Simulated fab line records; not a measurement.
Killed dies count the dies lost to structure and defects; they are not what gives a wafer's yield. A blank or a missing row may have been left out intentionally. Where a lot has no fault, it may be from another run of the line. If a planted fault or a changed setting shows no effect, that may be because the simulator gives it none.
A lot that was struck, set against a sound lot / flow rit_cmos / 15 out of 202 route steps
Sound: the wafers L922.1, L922.4, L922.5. Wafers struck: L914.3, L914.4, L914.6. The cause is named last.
For every step that has rows: the tool of each side, followed by ch and its chambers, followed by its first start. Under that, the readings that differ: sound wafers / struck wafers / difference of the means / sigmas: that difference in standard deviations of wafers without a fault.
alike: words and numbers the same on both sides, and readings whose means are apart by under 2 such deviations; not compared: readings that were withheld, readings missing a value for some wafer, numbers with overlapping values and no deviation given by the record, and bounds like >300 which may hide the same value.
The two part at a step that has a row with sigmas, a row that says differs or no value, or rows on one side only. Non-overlapping numbers with no deviation appear without sigmas and do not part them. A reading that every wafer of one side lacks parts them only if that side has two wafers or more.

RIT_GATE_THK_MEAS_07:
  sound on film_metro-03, day 6 11:07; struck on film_metro-03, day 4 17:00
  alike: GATE_OXIDE_THK
then, 1 step without rows for these wafers: RIT_GATE_CVD_08 (deposits poly-Si from SiH4, target thk 250 nm, time 2220 s).
RIT_GATE_THK_MEAS_09:
  sound on film_metro-01, day 6 18:59; struck on film_metro-04, day 4 19:29
reading=GATE_POLY_THK (nm); sound=251.6 254.6 253.7; struck=247.3 249.5 246.7; difference=-5.5; sigmas=-2
then, 6 steps without rows for these wafers: RIT_GATE_HMDS_10 (prime time 60 s); RIT_GATE_COAT_11 (resist thk 850 nm); RIT_GATE_SOFTBAKE_12 (time 60 s); RIT_GATE_EXPOSE_13 (exposes mask M6, target cd 150 nm); RIT_GATE_PEB_14; RIT_GATE_DEVELOP_15 (develop time 50 s).
RIT_GATE_CD_MEAS_16: the cd target is 150 nm.
  sound on cd_sem-02, day 6 20:11; struck on cd_sem-01, day 4 20:32
  alike: cd_nm
RIT_GATE_OVL_MEAS_17:
  sound on overlay-02, day 6 20:19; struck on overlay-01, day 4 20:38
  alike: GATE_OVL
then, 1 step without rows for these wafers: RIT_GATE_HARDBAKE_18 (time 60 s).
RIT_GATE_ETCH_19: etches poly-Si in SF6/CHF3/O2, stops on SiO2, time 165 s, target depth 312.5 nm.
  sound on rie_si-02 ch 0,2,3, day 6 20:38; struck on rie_si-01 ch 1,3, day 4 20:48
reading=oes_product_au (a.u.); sound=0.870 0.851 0.864; struck=0.720 0.711 0.717; difference=-0.146; sigmas=-13
reading=run_length_s (s); sound=193.7 193.0 193.3; struck=238.8 238.8 239.1; difference=+45.6; sigmas=+99 or more
reading=model.NOVOLAK_of_GATE_COAT_11.thk_nm (nm); sound=668.4 668.4 670.1; struck=648.1 645 646.1; difference=-22.6; sigmas=
  alike: CHF3_flow_sccm, drypump_motor_current_A, throttle_valve_pct
  not compared: rf_hours_counter_h
RIT_GATE_STRIP_20: strips in O2, time 180 s.
  sound on plasma_asher-04 ch 0,1, day 6 20:44; struck on plasma_asher-03 ch 0,1, day 4 20:58
  alike: drypump_motor_current_A
  not compared: rf_hours_counter_h
after that, 1 step had no rows for these wafers: RIT_M1_PROBE_99.

== WHERE THEY PART ==
Last at RIT_GATE_ETCH_19 as far as this record goes, first at RIT_GATE_THK_MEAS_09. Later steps at which nothing parts them and some readings are alike: RIT_GATE_STRIP_20.

WHY: what had been put in by the simulator
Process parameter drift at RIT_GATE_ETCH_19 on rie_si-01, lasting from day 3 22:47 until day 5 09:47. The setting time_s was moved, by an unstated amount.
